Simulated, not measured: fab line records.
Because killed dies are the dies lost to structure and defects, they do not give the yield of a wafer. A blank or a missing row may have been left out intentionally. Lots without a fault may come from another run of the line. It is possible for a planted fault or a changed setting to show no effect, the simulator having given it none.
Tool commonality check -- flow berkeley-cmos170 -- 39 wafers sampled across 13 lots

## WHAT PROMPTED THE OPENING
1 of 13 lots carry a flag on the reading NWELL_TW at UCB170_NWELL_TW_MEAS_16. Fault-free wafers read 1250, with a standard deviation of 8.7.
Rule: a lot gets a flag if all its wafers with a number sit over 4 standard deviations from that mean, or if no wafer of it has a number. The other lots count as sound.

lot,measured,on,"NWELL_TW, wafer by wafer",flag
L679,day 2 04:14,film-metro-03,1248 1240 1245,
L680,day 3 01:58,film-metro-01,1244 1241 1242,
L682,day 3 02:25,film-metro-03,1260 1263 1260,
L686,day 4 03:43,film-metro-04,1248 1239 1248,
L687,day 4 03:58,film-metro-01,1249 1250 1255,
L689,day 4 12:16,film-metro-03,1256 1264 1253,
L692,day 4 19:31,film-metro-04,30 30 30,FLAGGED
L691,day 4 19:36,film-metro-03,1260 1259 1263,
L695,day 5 22:08,film-metro-01,1249 1254 1248,
L696,day 5 22:23,film-metro-04,1242 1245 1238,
L700,day 6 21:25,film-metro-03,1257 1262 1256,
L702,day 7 07:37,film-metro-01,1249 1243 1254,
L701,day 7 07:52,film-metro-01,1248 1247 1251,
Flagged lots average 30: -1220 relative to the usual, that is -99 or more standard deviations.

## WHICH TOOL RAN EACH LOT
The record holds 1 process step before the reading, out of a route of 331 steps. Each cell gives the tool, then ch followed by the chambers the sampled wafers passed through, then the start.
lot,flag,UCB170_NWELL_EXPOSE_09
L679,,"krf-scanner-01 ch 0, day 2 03:17"
L680,,"krf-scanner-02 ch 0, day 3 00:52"
L682,,"krf-scanner-02 ch 0, day 3 01:20"
L686,,"krf-scanner-01 ch 0, day 4 02:56"
L687,,"krf-scanner-02 ch 0, day 4 03:12"
L689,,"krf-scanner-01 ch 0, day 4 11:02"
L692,FLAGGED,"krf-scanner-02 ch 0, day 4 18:41"
L691,,"krf-scanner-02 ch 0, day 4 18:50"
L695,,"krf-scanner-02 ch 0, day 5 21:22"
L696,,"krf-scanner-01 ch 0, day 5 21:34"
L700,,"krf-scanner-01 ch 0, day 6 20:11"
L702,,"krf-scanner-01 ch 0, day 7 06:50"
L701,,"krf-scanner-02 ch 0, day 7 07:05"
What the steps here do:
- UCB170_NWELL_EXPOSE_09: exposes mask NWELL, target cd 3000 nm.
- UCB170_NWELL_TW_MEAS_16

## FLAGGED OVER TOTAL, TOOL BY TOOL (the gauges that took the reading come last)
step,tool,lots run,flagged,share of the flagged lots,sound lots run after its first flagged lot
UCB170_NWELL_EXPOSE_09,krf-scanner-01,6,0,none,-
UCB170_NWELL_EXPOSE_09,krf-scanner-02,7,1,all,"3 (L691,L695,L701)"
UCB170_NWELL_TW_MEAS_16,film-metro-01,5,0,none,-
UCB170_NWELL_TW_MEAS_16,film-metro-03,5,0,none,-
UCB170_NWELL_TW_MEAS_16,film-metro-04,3,1,all,1 (L696)

## WHAT THE TABLE ALLOWS
Table rows that saw every flagged lot: 2, namely krf-scanner-02 at UCB170_NWELL_EXPOSE_09 and film-metro-04 at UCB170_NWELL_TW_MEAS_16.
- krf-scanner-02 at UCB170_NWELL_EXPOSE_09: 1 of its 7 lots flagged. Lots that were sound ran on it after the first flagged one (L691, L695, L701); a persistent fault on the entire tool would not allow that.
- film-metro-04 at UCB170_NWELL_TW_MEAS_16: 1 of its 3 lots flagged. Lots that were sound ran on it after the first flagged one (L696); a persistent fault on the entire tool would not allow that.
No row of the table ran every flagged lot and no sound lot after the first.

## WHAT WAS PUT IN BY THE SIMULATOR
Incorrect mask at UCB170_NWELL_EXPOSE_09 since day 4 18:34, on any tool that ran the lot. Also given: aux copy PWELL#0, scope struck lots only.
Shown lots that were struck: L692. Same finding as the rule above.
